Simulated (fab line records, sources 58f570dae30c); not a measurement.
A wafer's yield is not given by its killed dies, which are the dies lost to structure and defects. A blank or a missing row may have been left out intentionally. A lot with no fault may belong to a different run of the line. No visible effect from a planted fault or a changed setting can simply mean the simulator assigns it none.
Chamber matching / flow berkeleyCmos170 / UCB170_NWELL_ETCH_13 on rieDiel-03 has 4 sister chambers
The step etches Si3N4 in CH3F/Ar/O2, stops on SiO2, target depth 246.4 nm, time 154 s. 14 wafers are shown with their chamber, then 7 later ones without.

== EACH WAFER AND ITS CHAMBER ==
wafer=L514.1; chamber=1; throttleValvePct (%)=8.03; drypumpMotorCurrentA (A)=6.7; oesProductAu (a.u.)=0.936
wafer=L514.3; chamber=3; throttleValvePct (%)=7.85; drypumpMotorCurrentA (A)=6.0; oesProductAu (a.u.)=0.927
wafer=L514.5; chamber=0; throttleValvePct (%)=7.97; drypumpMotorCurrentA (A)=5.8; oesProductAu (a.u.)=0.928
wafer=L516.1; chamber=1; throttleValvePct (%)=8.04; drypumpMotorCurrentA (A)=6.7; oesProductAu (a.u.)=0.945
wafer=L516.2; chamber=0; throttleValvePct (%)=7.97; drypumpMotorCurrentA (A)=5.8; oesProductAu (a.u.)=0.930
wafer=L516.5; chamber=1; throttleValvePct (%)=8.05; drypumpMotorCurrentA (A)=6.7; oesProductAu (a.u.)=0.940
wafer=L522.1; chamber=1; throttleValvePct (%)=8.03; drypumpMotorCurrentA (A)=6.7; oesProductAu (a.u.)=0.940
wafer=L522.2; chamber=3; throttleValvePct (%)=7.85; drypumpMotorCurrentA (A)=6.0; oesProductAu (a.u.)=0.939
wafer=L522.4; chamber=0; throttleValvePct (%)=7.96; drypumpMotorCurrentA (A)=5.8; oesProductAu (a.u.)=0.926
wafer=L527.1; chamber=3; throttleValvePct (%)=7.86; drypumpMotorCurrentA (A)=6.0; oesProductAu (a.u.)=0.946
wafer=L527.2; chamber=2; throttleValvePct (%)=8.08; drypumpMotorCurrentA (A)=6.0; oesProductAu (a.u.)=0.943
wafer=L527.4; chamber=0; throttleValvePct (%)=7.96; drypumpMotorCurrentA (A)=5.7; oesProductAu (a.u.)=0.933
wafer=L530.2; chamber=3; throttleValvePct (%)=7.85; drypumpMotorCurrentA (A)=6.0; oesProductAu (a.u.)=0.933
wafer=L530.3; chamber=2; throttleValvePct (%)=8.09; drypumpMotorCurrentA (A)=6.1; oesProductAu (a.u.)=0.927

SIGNATURES (means of the wafers above)
reading=throttleValvePct; chamber 0=7.9650; chamber 1=8.0375; chamber 2=8.0850; chamber 3=7.8525; scatter within a chamber=0.00707
reading=drypumpMotorCurrentA; chamber 0=5.775; chamber 1=6.700; chamber 2=6.050; chamber 3=6.000; scatter within a chamber=0.0354
reading=oesProductAu; chamber 0=0.92925; chamber 1=0.94025; chamber 2=0.93500; chamber 3=0.93625; scatter within a chamber=0.00628
Rule: for a wafer and a chamber, the distance is found by dividing, reading by reading, the gap between the wafer's reading and the chamber's mean by the reading's scatter, squaring, summing and taking the root. If the next closest chamber is less than 2 further off than the closest, the wafer can't be placed; otherwise it belongs to the closest. The scatter: the root of (the sum of the squares of (reading less its chamber's mean) over the shown wafers, divided by (wafers less chambers)).

== WAFERS WITH NO CHAMBER GIVEN ==
wafer=L530.5; throttleValvePct (%)=7.84; drypumpMotorCurrentA (A)=6.0; oesProductAu (a.u.)=0.939
wafer=L532.1; throttleValvePct (%)=8.10; drypumpMotorCurrentA (A)=6.0; oesProductAu (a.u.)=0.958
wafer=L532.3; throttleValvePct (%)=7.85; drypumpMotorCurrentA (A)=6.0; oesProductAu (a.u.)=0.950
wafer=L532.4; throttleValvePct (%)=7.97; drypumpMotorCurrentA (A)=5.7; oesProductAu (a.u.)=0.935
wafer=L534.2; throttleValvePct (%)=8.02; drypumpMotorCurrentA (A)=6.8; oesProductAu (a.u.)=0.933
wafer=L534.4; throttleValvePct (%)=7.97; drypumpMotorCurrentA (A)=5.8; oesProductAu (a.u.)=0.929
wafer=L534.6; throttleValvePct (%)=7.97; drypumpMotorCurrentA (A)=5.7; oesProductAu (a.u.)=0.927

== EACH ONE'S CHAMBER ==
wafer=L530.5; from the rows above=3; in truth=3
wafer=L532.1; from the rows above=2; in truth=2
wafer=L532.3; from the rows above=3; in truth=3
wafer=L532.4; from the rows above=0; in truth=0
wafer=L534.2; from the rows above=1; in truth=1
wafer=L534.4; from the rows above=0; in truth=0
wafer=L534.6; from the rows above=0; in truth=0
7 of 7 placed correctly. Can't be placed from these rows: 0. Wrongly placed: 0.
